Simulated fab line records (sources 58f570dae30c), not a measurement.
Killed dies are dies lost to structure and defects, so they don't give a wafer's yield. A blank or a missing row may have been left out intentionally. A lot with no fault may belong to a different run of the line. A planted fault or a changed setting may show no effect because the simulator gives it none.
fab line records	flow berkeley_cmos170	part 1 of 2: steps 1 to 35 of 38
record: lots: 7	wafers: 21	last_day: 11
route steps=331 shown SPACER@171 PSD@175 NSD@187 BACKSIDE@199 SDANNEAL@204 M3@331
lots with no fault: from the same line, run without faults
start_h: hours from the record's first day to the start of the lot's first wafer shown	wait_h: hours elapsed since this lot's preceding step	" same as the row above	L1.1+2: several wafers, shown together as one row	- either no value or no given start	* or withheld: withheld	< > ~ a bound
route shown NAME@n: NAME is a module with steps in the file, n the number in the route of the first one	usual: mean/standard deviation taken from wafers without a fault	same: alike in all rows	chamber/n: place in a boat	sites: readings site by site	_std_site: how widely they spread, as a standard deviation	_edge_site: outer sites' mean less inner sites'	radius_mm: for every site, how far away it sits from the centre of the wafer	mask NAME#n: copy n	behind: the most recent tool/chamber to have shaped the wafer	hold: reason for holding the lot/hours on hold/outcome of the hold	device: which transistor (n, p or np) failed to switch	end of line: the tests these same wafers got at the end of their route	for a step that has no rows: nothing shown but its recipe	killed: at the first sort, the dies lost to defects and structure; wafer yield is something else	map: shows each die of a wafer: x if killed, . if not, _ if none is there
set.NAME: the setting that was run; set.NAME@STEP: the one run at that earlier step	model.NAME: the simulator's own value behind a step, which no gauge read
lots seen at some steps along the route; tables by step, rows by wafer
services: the hour from which a tool's chamber was out of use, counted from the record's first day as start_h (under 0 if before that day), plus the number of hours and why
== steps ==
step: UCB170_SPACER_CVD_00
recipe: material: SiO2	target_thk_nm: 376	temp_c: 390	precursor: TEOS/O2	time_s: 47	rf_w: 550	pressure_mtorr: 9000
step: UCB170_SPACER_THK_MEAS_01
recipe: reads: SiO2_of_SPACER_CVD_00
usual: SPACER_TEOS_THK: 376/4.9
lot.wafer	tool	chamber	start_h	wait_h	SPACER_TEOS_THK[nm]
L204.1	film_metro-04	-	133.56	0.0	372
L204.3	"	-	"	"	372
L204.5	"	-	"	"	376
L207.2	film_metro-03	-	145.19	0.0	370
L207.3	"	-	"	"	369
L207.4	"	-	"	"	373
L209.2	film_metro-04	-	152.70	0.0	366
L209.3	"	-	"	"	369
L209.6	"	-	"	"	372
L210.1	film_metro-02	-	168.17	0.0	368
L210.2	"	-	"	"	370
L210.4	"	-	"	"	379
L220.1	film_metro-02	-	212.47	0.0	373
L220.3	"	-	"	"	375
L220.4	"	-	"	"	382
L221.2	film_metro-03	-	219.89	0.0	367
L221.3	"	-	"	"	367
L221.6	"	-	"	"	378
L224.2	film_metro-03	-	239.05	0.0	376
L224.3	"	-	"	"	376
L224.6	"	-	"	"	377
step: UCB170_SPACER_ANNEAL_02
recipe: temp_c: 900	time_s: 1800	ambient: N2
step: UCB170_SPACER_ETCHBACK_03
recipe: stop_on: Si	target: SiO2	chemistry: CHF3/CF4/Ar	CHF3_flow_sccm: 50	cf4_flow_sccm: 10	Ar_flow_sccm: 120	pressure_mtorr: 200	rf_w: 500	target_depth_a: 3760	time_s: 100
usual: CHF3_flow_sccm: 50.01/0.15	chamber_pressure_mTorr: 199.98/0.18	drypump_motor_current_A: 5.7/0.43	oes_product_au: 0.904/0.015	rf_fwd_power_W: 497.0/1.5	throttle_valve_pct: 6.52/0.12
lot.wafer	tool	chamber	start_h	wait_h	CHF3_flow_sccm	chamber_pressure_mTorr	drypump_motor_current_A	oes_product_au	rf_fwd_power_W	rf_hours_counter_h	throttle_valve_pct
L204.1	rie_diel-02	0	136.85	0.0	49.75	199.85	5.9	0.875	496.8	68	6.45
L204.3	"	2	"	"	50.03	199.80	5.4	0.894	497.2	14	6.57
L204.5	"	1	"	"	50.12	199.53	6.1	0.884	495.1	-	6.62
L207.2	rie_diel-02	2	148.46	0.0	49.97	200.14	5.5	0.883	498.2	15	6.56
L207.3	"	3	"	"	50.00	200.12	5.7	0.895	499.5	62	6.50
L207.4	"	1	"	"	50.16	200.03	6.1	0.885	497.6	6	6.63
L209.2	rie_diel-01	2	158.24	0.0	49.84	199.99	6.1	0.876	495.0	138	6.63
L209.3	"	1	"	"	50.19	200.13	6.4	0.866	498.3	146	6.67
L209.6	"	0	"	"	49.92	200.16	5.9	0.906	496.1	-	6.65
L210.1	rie_diel-04	1	175.27	0.0	49.91	199.99	6.1	0.902	496.4	92	6.23
L210.2	"	3	"	"	50.14	199.81	4.8	0.902	497.3	145	6.49
L210.4	"	2	"	"	49.80	200.52	5.8	0.922	494.6	12	6.42
L220.1	rie_diel-02	3	218.82	0.0	50.00	199.63	5.6	0.907	497.8	64	6.50
L220.3	"	0	"	"	49.91	200.44	5.9	0.878	494.8	71	6.44
L220.4	"	1	"	"	49.93	200.34	6.1	0.884	497.5	8	6.61
L221.2	rie_diel-01	1	226.24	0.0	50.21	199.94	6.4	0.895	495.1	1	6.68
L221.3	"	0	"	"	50.10	200.03	5.9	0.898	495.2	45	6.62
L221.6	"	3	"	"	49.84	200.00	5.5	0.910	495.8	-	6.40
L224.2	rie_diel-01	0	243.71	0.0	49.85	200.00	5.9	0.913	496.0	46	6.63
L224.3	"	1	"	"	49.94	199.90	6.4	0.909	498.1	-	6.67
L224.6	"	1	"	"	50.02	200.06	6.4	0.906	498.9	-	6.68
step: UCB170_PSD_HMDS_00
recipe: prime_time_s: 60	prime_temp_c: 100
step: UCB170_PSD_COAT_01
recipe: resist: KrF	spin_rpm: 1500	resist_thk_nm: 900
step: UCB170_PSD_SOFTBAKE_02
recipe: resist: KrF	temp_c: 130	time_s: 60
step: UCB170_PSD_EXPOSE_03
recipe: mask_id: PSELECT_MOD	na: 0.5	sigma_outer: 0.6	source_shape: conventional	target_cd_nm: 1200	dose_mj: 30
step: UCB170_PSD_PEB_04
recipe: peb_temp_c: 128.9	peb_time_s: withheld	resist: KrF
step: UCB170_PSD_DEVELOP_05
recipe: developer: TMAH	develop_time_s: 45	resist: KrF	dev_temp_c: 21
step: UCB170_PSD_CD_MEAS_06
recipe: target_cd_nm: 1200
usual: cd_nm: 1200.2/1.6
lot.wafer	tool	chamber	start_h	wait_h	cd_nm
L204.1	cd_sem-02	-	137.76	-	1200.9
L204.3	"	-	"	"	1200.0
L204.5	"	-	"	"	1200.2
L207.2	cd_sem-01	-	150.31	-	1201.1
L207.3	"	-	"	"	1199.3
L207.4	"	-	"	"	1199.7
L209.2	cd_sem-01	-	160.15	-	1198.3
L209.3	"	-	"	"	1199.1
L209.6	"	-	"	"	1199.5
L210.1	cd_sem-02	-	176.43	-	1199.2
L210.2	"	-	"	"	1199.3
L210.4	"	-	"	"	1200.4
L220.1	cd_sem-01	-	220.30	-	1200.8
L220.3	"	-	"	"	1200.2
L220.4	"	-	"	"	1197.8
L221.2	cd_sem-02	-	227.18	-	1201.8
L221.3	"	-	"	"	1202.5
L221.6	"	-	"	"	1202.3
L224.2	cd_sem-01	-	245.34	-	1200.0
L224.3	"	-	"	"	1201.2
L224.6	"	-	"	"	1199.5
step: UCB170_PSD_OVL_MEAS_07
usual: PSD_OVL: -1/4.9
lot.wafer	tool	chamber	start_h	wait_h	PSD_OVL[nm]
L204.1	overlay-02	-	137.88	0.1	-7
L204.3	"	-	"	"	-6
L204.5	"	-	"	"	-6
L207.2	overlay-02	-	150.41	0.1	-2
L207.3	"	-	"	"	0
L207.4	"	-	"	"	6
L209.2	overlay-02	-	160.26	0.1	-7
L209.3	"	-	"	"	1
L209.6	"	-	"	"	0
L210.1	overlay-02	-	176.55	0.1	6
L210.2	"	-	"	"	6
L210.4	"	-	"	"	1
L220.1	overlay-01	-	220.42	0.1	-8
L220.3	"	-	"	"	-7
L220.4	"	-	"	"	-5
L221.2	overlay-01	-	227.28	0.1	-9
L221.3	"	-	"	"	-2
L221.6	"	-	"	"	-5
L224.2	overlay-02	-	245.44	0.1	-10
L224.3	"	-	"	"	3
L224.6	"	-	"	"	2
step: UCB170_PSD_IMPLANT_08
recipe: species: B	dose_cm2: 3e+15	energy_kev: 20	tilt_deg: 7
usual: beam_energy_keV: 20.001/0.0063
lot.wafer	tool	chamber	start_h	wait_h	beam_energy_keV	model.implant.rp_nm	model.implant.drp_nm
L204.1	implanter-01	0	137.92	0.0	19.996	67.18	28.34
L204.3	"	0	"	"	19.999	67.18	28.34
L204.5	"	0	"	"	19.997	67.18	28.34
L207.2	implanter-01	0	150.47	0.0	16.395	54.18	24.57
L207.3	"	0	"	"	16.409	54.18	24.57
L207.4	"	0	"	"	16.399	54.18	24.57
L209.2	implanter-01	0	160.31	0.0	16.412	53.17	24.57
L209.3	"	0	"	"	16.399	53.17	24.57
L209.6	"	0	"	"	16.395	53.17	24.57
L210.1	implanter-01	0	176.58	0.0	16.402	54.33	24.57
L210.2	"	0	"	"	16.401	54.33	24.57
L210.4	"	0	"	"	16.394	54.33	24.57
L220.1	implanter-02	0	220.46	0.0	19.999	66.6	28.34
L220.3	"	0	"	"	19.987	66.6	28.34
L220.4	"	0	"	"	19.993	66.6	28.34
L221.2	implanter-02	0	227.34	0.0	20.000	62.69	28.34
L221.3	"	0	"	"	20.009	62.69	28.34
L221.6	"	0	"	"	20.001	62.69	28.34
L224.2	implanter-04	0	245.50	0.0	19.998	66.4	28.34
L224.3	"	0	"	"	20.001	66.4	28.34
L224.6	"	0	"	"	19.990	66.4	28.34
step: UCB170_PSD_STRIP_09
recipe: chemistry: O2	power_w: 400	pressure_mtorr: 3500	platen_temp_c: withheld	o2_flow_sccm: 400	overash_fraction: 0.5
usual: chamber_pressure_mTorr: 3500/3.4	drypump_motor_current_A: 5.7/0.55	oes_product_au: 0.600/0.0042	strip_time_to_endpoint_s: 29.40/0.064
lot.wafer	tool	chamber	start_h	wait_h	chamber_pressure_mTorr	drypump_motor_current_A	oes_product_au	rf_hours_counter_h	strip_time_to_endpoint_s
L204.1	plasma_asher-02	0	138.07	0.1	3501	5.5	0.599	46	29.44
L204.3	"	0	"	"	3498	5.5	0.605	-	29.39
L204.5	"	1	"	"	3504	6.5	0.596	-	29.47
L207.2	plasma_asher-04	0	150.59	0.1	3495	5.1	0.625	36	27.81
L207.3	"	0	"	"	3501	5.1	0.622	-	27.82
L207.4	"	1	"	"	3500	6.4	0.625	-	27.84
L209.2	plasma_asher-01	0	160.44	0.1	3506	5.6	0.615	4	27.88
L209.3	"	1	"	"	3497	5.1	0.627	-	27.97
L209.6	"	1	"	"	3498	5.1	0.626	-	27.91
L210.1	plasma_asher-01	1	176.73	0.1	3499	5.1	0.618	6	27.80
L210.2	"	0	"	"	3500	5.6	0.620	6	27.81
L210.4	"	1	"	"	3503	5.1	0.622	-	27.77
L220.1	plasma_asher-01	1	220.61	0.1	3502	5.1	0.603	11	29.34
L220.3	"	1	"	"	3500	5.1	0.590	-	29.34
L220.4	"	0	"	"	3503	5.6	0.597	-	29.30
L221.2	plasma_asher-02	0	227.46	0.1	3504	5.5	0.597	56	29.43
L221.3	"	1	"	"	3504	6.5	0.599	-	29.50
L221.6	"	1	"	"	3501	6.5	0.596	-	29.48
L224.2	plasma_asher-02	1	245.62	0.1	3497	6.5	0.596	58	29.38
L224.3	"	1	"	"	3496	6.5	0.608	-	29.42
L224.6	"	0	"	"	3503	5.4	0.601	-	29.42
step: UCB170_PSD_TW_MEAS_10
usual: PSD_TW: 2337/18
lot.wafer	tool	chamber	start_h	wait_h	PSD_TW
L204.1	film_metro-04	-	138.17	0.1	2347
L204.3	"	-	"	"	2361
L204.5	"	-	"	"	2367
L207.2	film_metro-02	-	150.70	0.1	2229
L207.3	"	-	"	"	2222
L207.4	"	-	"	"	2232
L209.2	film_metro-02	-	160.55	0.1	2243
L209.3	"	-	"	"	2238
L209.6	"	-	"	"	2230
L210.1	film_metro-01	-	176.83	0.1	2257
L210.2	"	-	"	"	2251
L210.4	"	-	"	"	2243
L220.1	film_metro-02	-	220.71	0.1	2326
L220.3	"	-	"	"	2329
L220.4	"	-	"	"	2325
L221.2	film_metro-01	-	227.57	0.1	2348
L221.3	"	-	"	"	2347
L221.6	"	-	"	"	2352
L224.2	film_metro-02	-	245.73	0.1	2313
L224.3	"	-	"	"	2318
L224.6	"	-	"	"	2307
step: UCB170_PSD_CLEAN_11
recipe: chemistry: SPM	temp_c: 120	time_s: 600
step: UCB170_NSD_HMDS_00
recipe: prime_time_s: 60	prime_temp_c: 100
step: UCB170_NSD_COAT_01
recipe: resist: KrF	spin_rpm: 1500	resist_thk_nm: 900
step: UCB170_NSD_SOFTBAKE_02
recipe: resist: KrF	temp_c: 130	time_s: 60
step: UCB170_NSD_EXPOSE_03
recipe: mask_id: NSELECT_MOD	na: 0.5	sigma_outer: 0.6	source_shape: conventional	target_cd_nm: 1200	dose_mj: 30
step: UCB170_NSD_PEB_04
recipe: peb_temp_c: 130	peb_time_s: withheld	resist: KrF
step: UCB170_NSD_DEVELOP_05
recipe: developer: TMAH	develop_time_s: 45	resist: KrF	dev_temp_c: 21
step: UCB170_NSD_CD_MEAS_06
recipe: target_cd_nm: 1200
usual: cd_nm: 1199.6/1.3
lot.wafer	tool	chamber	start_h	wait_h	cd_nm
L204.1	cd_sem-02	-	141.62	-	1197.6
L204.3	"	-	"	"	1197.4
L204.5	"	-	"	"	1199.0
L207.2	cd_sem-02	-	152.13	-	1200.0
L207.3	"	-	"	"	1199.5
L207.4	"	-	"	"	1199.2
L209.2	cd_sem-02	-	164.20	-	1199.1
L209.3	"	-	"	"	1199.4
L209.6	"	-	"	"	1199.5
L210.1	cd_sem-01	-	178.56	-	1201.0
L210.2	"	-	"	"	1200.8
L210.4	"	-	"	"	1199.0
L220.1	cd_sem-01	-	222.26	-	1200.3
L220.3	"	-	"	"	1200.9
L220.4	"	-	"	"	1200.4
L221.2	cd_sem-02	-	228.86	-	1199.3
L221.3	"	-	"	"	1199.3
L221.6	"	-	"	"	1200.7
L224.2	cd_sem-01	-	247.33	-	1200.4
L224.3	"	-	"	"	1200.4
L224.6	"	-	"	"	1200.7
step: UCB170_NSD_OVL_MEAS_07
usual: NSD_OVL: -3/5
lot.wafer	tool	chamber	start_h	wait_h	NSD_OVL[nm]
L204.1	overlay-02	-	141.74	0.1	-2
L204.3	"	-	"	"	-11
L204.5	"	-	"	"	-8
L207.2	overlay-02	-	152.23	0.1	2
L207.3	"	-	"	"	-11
L207.4	"	-	"	"	-2
L209.2	overlay-02	-	164.31	0.1	-2
L209.3	"	-	"	"	-5
L209.6	"	-	"	"	-7
L210.1	overlay-01	-	178.68	0.1	-8
L210.2	"	-	"	"	-8
L210.4	"	-	"	"	4
L220.1	overlay-01	-	222.38	0.1	-10
L220.3	"	-	"	"	-1
L220.4	"	-	"	"	1
L221.2	overlay-02	-	228.96	0.1	0
L221.3	"	-	"	"	-3
L221.6	"	-	"	"	-4
L224.2	overlay-02	-	247.43	0.1	-8
L224.3	"	-	"	"	5
L224.6	"	-	"	"	-6
step: UCB170_NSD_IMPLANT_08
recipe: species: P	dose_cm2: 2.972e+15	energy_kev: 40	tilt_deg: 7
step: UCB170_NSD_STRIP_09
recipe: chemistry: O2	power_w: 400	pressure_mtorr: 3500	platen_temp_c: withheld	o2_flow_sccm: 400	overash_fraction: 0.5
usual: chamber_pressure_mTorr: 3500/3.3	drypump_motor_current_A: 5.8/0.43	oes_product_au: 0.534/0.0044	strip_time_to_endpoint_s: 35.71/0.087
lot.wafer	tool	chamber	start_h	wait_h	chamber_pressure_mTorr	drypump_motor_current_A	oes_product_au	rf_hours_counter_h	strip_time_to_endpoint_s
L204.1	plasma_asher-02	1	141.92	0.1	3501	6.5	0.534	47	35.77
L204.3	"	1	"	"	3495	6.5	0.540	-	35.69
L204.5	"	1	"	"	3500	6.5	0.529	-	35.68
L207.2	plasma_asher-02	1	152.41	0.1	3504	6.5	0.535	48	35.70
L207.3	"	1	"	"	3506	6.5	0.535	-	35.73
L207.4	"	0	"	"	3503	5.5	0.534	-	35.75
L209.2	plasma_asher-01	1	164.49	0.1	3494	5.1	0.531	5	35.59
L209.3	"	0	"	"	3497	5.6	0.531	-	35.69
L209.6	"	1	"	"	3506	5.1	0.535	-	35.63
L210.1	plasma_asher-02	0	178.86	0.1	3494	5.5	0.534	51	35.55
L210.2	"	1	"	"	3496	6.5	0.533	51	35.58
L210.4	"	0	"	"	3500	5.4	0.533	-	35.64
L220.1	plasma_asher-03	0	222.57	0.1	3500	5.6	0.537	55	35.61
L220.3	"	1	"	"	3498	6.0	0.527	-	35.65
L220.4	"	0	"	"	3500	5.6	0.527	-	35.56
L221.2	plasma_asher-03	1	229.14	0.1	3499	6.0	0.537	56	35.85
L221.3	"	0	"	"	3502	5.6	0.530	-	35.78
L221.6	"	0	"	"	3500	5.6	0.535	-	35.84
L224.2	plasma_asher-03	0	247.61	0.1	3497	5.6	0.533	57	35.66
L224.3	"	1	"	"	3501	6.0	0.529	-	35.64
L224.6	"	1	"	"	3500	6.0	0.534	-	35.71
step: UCB170_NSD_TW_MEAS_10
usual: NSD_TW: 4206/33
lot.wafer	tool	chamber	start_h	wait_h	NSD_TW
L204.1	film_metro-02	-	142.02	0.1	4192
L204.3	"	-	"	"	4194
L204.5	"	-	"	"	4187
L207.2	film_metro-02	-	152.52	0.1	4229
L207.3	"	-	"	"	4195
L207.4	"	-	"	"	4219
L209.2	film_metro-04	-	164.60	0.1	4226
L209.3	"	-	"	"	4215
L209.6	"	-	"	"	4236
L210.1	film_metro-02	-	178.96	0.1	4173
L210.2	"	-	"	"	4166
L210.4	"	-	"	"	4182
L220.1	film_metro-02	-	222.67	0.1	4182
L220.3	"	-	"	"	4175
L220.4	"	-	"	"	4176
L221.2	film_metro-02	-	229.25	0.1	4160
L221.3	"	-	"	"	4161
L221.6	"	-	"	"	4181
L224.2	film_metro-02	-	247.72	0.1	4192
L224.3	"	-	"	"	4162
L224.6	"	-	"	"	4152
step: UCB170_NSD_CLEAN_11
recipe: chemistry: SPM	temp_c: 120	time_s: 600
step: UCB170_BACKSIDE_HMDS_00
recipe: prime_time_s: 60	prime_temp_c: 100
step: UCB170_BACKSIDE_COAT_01
recipe: resist: KrF	spin_rpm: 1500	resist_thk_nm: 900
step: UCB170_BACKSIDE_SOFTBAKE_02
recipe: resist: KrF	temp_c: 130	time_s: 60
step: UCB170_BACKSIDE_STRIP_03
recipe: chemistry: O2	power_w: 400	pressure_mtorr: 3500	platen_temp_c: withheld	o2_flow_sccm: 400	overash_fraction: 0.5
usual: chamber_pressure_mTorr: 3500/3.3	drypump_motor_current_A: 5.8/0.51	oes_product_au: 0.734/0.0042	strip_time_to_endpoint_s: 21.97/0.061
lot.wafer	tool	chamber	start_h	wait_h	chamber_pressure_mTorr	drypump_motor_current_A	oes_product_au	rf_hours_counter_h	strip_time_to_endpoint_s
L204.1	plasma_asher-04	0	142.71	0.1	3501	5.1	0.737	35	21.83
L204.3	"	0	"	"	3499	5.1	0.738	-	21.92
L204.5	"	0	"	"	3503	5.1	0.729	-	21.83
L207.2	plasma_asher-02	1	153.65	0.1	3497	6.5	0.732	48	21.98
L207.3	"	1	"	"	3502	6.5	0.730	-	22.03
L207.4	"	0	"	"	3505	5.5	0.735	-	22.00
L209.2	plasma_asher-02	0	165.58	0.1	3501	5.5	0.740	50	22.04
L209.3	"	0	"	"	3493	5.5	0.734	-	22.04
L209.6	"	0	"	"	3496	5.4	0.733	-	22.03
L210.1	plasma_asher-02	0	182.28	0.1	3499	5.5	0.735	51	22.09
L210.2	"	1	"	"	3502	6.5	0.728	51	22.02
L210.4	"	0	"	"	3499	5.5	0.733	-	21.99
L220.1	plasma_asher-03	0	223.53	0.1	3509	5.6	0.733	55	22.03
L220.3	"	0	"	"	3495	5.6	0.741	-	21.96
L220.4	"	1	"	"	3500	6.1	0.734	-	21.97
L221.2	plasma_asher-03	1	229.93	0.1	3500	6.0	0.731	56	22.00
L221.3	"	0	"	"	3497	5.6	0.735	-	21.96
L221.6	"	0	"	"	3501	5.6	0.739	-	21.94
L224.2	plasma_asher-02	1	250.83	0.1	3500	6.5	0.738	59	22.01
L224.3	"	1	"	"	3503	6.5	0.739	-	22.04
L224.6	"	0	"	"	3500	5.5	0.732	-	21.99
step: UCB170_BACKSIDE_CLEAN_04
recipe: chemistry: SPM	temp_c: 120	time_s: 600
step: UCB170_SDANNEAL_RTA_00
recipe: temp_c: 900	time_s: 10	ambient: N2
usual: lamp_power_pct: 24.0/0.58	wafer_temp_C_max: 903.3/1.1
lot.wafer	tool	chamber	start_h	wait_h	lamp_power_pct	wafer_temp_C_max
L204.1	rtp_anneal-02	0	143.03	0.0	23.4	904.3
L204.3	"	0	"	"	23.4	903.8
L204.5	"	0	"	"	23.4	904.3
L207.2	rtp_anneal-02	0	153.96	0.0	23.4	903.7
L207.3	"	0	"	"	23.4	903.8
L207.4	"	0	"	"	23.3	904.1
L209.2	rtp_anneal-02	0	165.88	0.0	23.4	905.5
L209.3	"	0	"	"	23.4	905.1
L209.6	"	0	"	"	23.4	903.2
L210.1	rtp_anneal-02	0	182.57	0.0	23.4	902.4
L210.2	"	0	"	"	23.4	903.8
L210.4	"	0	"	"	23.4	903.0
L220.1	rtp_anneal-01	0	223.98	0.0	24.5	902.6
L220.3	"	0	"	"	24.5	902.4
L220.4	"	0	"	"	24.6	903.3
L221.2	rtp_anneal-02	0	232.15	0.0	23.4	903.0
L221.3	"	0	"	"	23.4	905.2
L221.6	"	0	"	"	23.4	904.9
L224.2	rtp_anneal-01	0	251.11	0.0	24.5	902.3
L224.3	"	0	"	"	24.5	903.2
L224.6	"	0	"	"	24.5	902.2
step: UCB170_SDANNEAL_RTA_01
recipe: temp_c: 1050	time_s: 5	ambient: N2
usual: lamp_power_pct: 37.1/0.9	wafer_temp_C_max: 1053.8/1.3
lot.wafer	tool	chamber	start_h	wait_h	lamp_power_pct	wafer_temp_C_max
L204.1	rtp_anneal-02	0	143.10	0.1	36.2	1054.8
L204.3	"	0	"	"	36.1	1055.2
L204.5	"	0	"	"	36.1	1054.1
L207.2	rtp_anneal-02	0	154.09	0.1	36.1	1053.8
L207.3	"	0	"	"	36.1	1055.5
L207.4	"	0	"	"	36.1	1055.4
L209.2	rtp_anneal-02	0	166.01	0.1	36.1	1055.8
L209.3	"	0	"	"	36.1	1054.8
L209.6	"	0	"	"	36.1	1053.8
L210.1	rtp_anneal-02	0	182.63	0.1	36.1	1056.0
L210.2	"	0	"	"	36.1	1056.2
L210.4	"	0	"	"	36.1	1058.0
L220.1	rtp_anneal-01	0	224.04	0.1	37.9	1052.6
L220.3	"	0	"	"	37.9	1053.2
L220.4	"	0	"	"	37.9	1052.7
L221.2	rtp_anneal-02	0	232.21	0.1	36.1	1054.8
L221.3	"	0	"	"	36.1	1054.3
L221.6	"	0	"	"	36.1	1055.2
L224.2	rtp_anneal-01	0	251.18	0.1	37.9	1052.8
L224.3	"	0	"	"	38.0	1052.5
L224.6	"	0	"	"	37.9	1053.4
== key ==
first_sign: step: UCB170_PSD_IMPLANT_08	reading: beam_energy_keV	direction: down	sigmas: 99+	usual: 20.001	struck: 16.401
effect: step: UCB170_PSD_STRIP_09	reading: strip_time_to_endpoint_s	direction: down	sigmas: 24	usual: *	struck: *
effect: step: UCB170_PSD_TW_MEAS_10	reading: PSD_TW	direction: down	sigmas: 5.6	usual: 2337	struck: 2238
effect: step: UCB170_SDANNEAL_RS_MEAS_02	reading: PSD_RS	direction: up	sigmas: 8.5	usual: 75.53	struck: 77.77
model_effect: step: UCB170_PSD_IMPLANT_08	value: implant.rp_nm	without: 65.61	struck: 53.89
model_effect: step: UCB170_M3_PROBE_99	value: etest.pldd.line_ohm_um	without: 1772	struck: 1842
met_at UCB170_PSD_IMPLANT_08
struck_wafers L207.2,L207.3,L207.4,L209.2,L209.3,L209.6,L210.1,L210.2,L210.4
rows_end L210.1,L210.2,L210.4
tester_left_out L207,L209
onset_between 137.92 150.47
fault: kind: process_parameter_drift	tool: implanter-01	chamber: -	onset_h: 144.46	steps: UCB170_PSD_IMPLANT_08	channel: energy_kev	offset: -3.6	shape: step	end_h: 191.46	acts_in: these_recipes_only	stated: 20
tester_left_out: of these lots the tester's yield and bins aren't shown, on N5 and GAA mostly nor the transistor test; their killed dies are dies lost to structure and defects alone, not to doping, threshold or leakage, so they don't give the yield
rows_end: these wafers met a further fault down the route, and their rows from its step on are left out
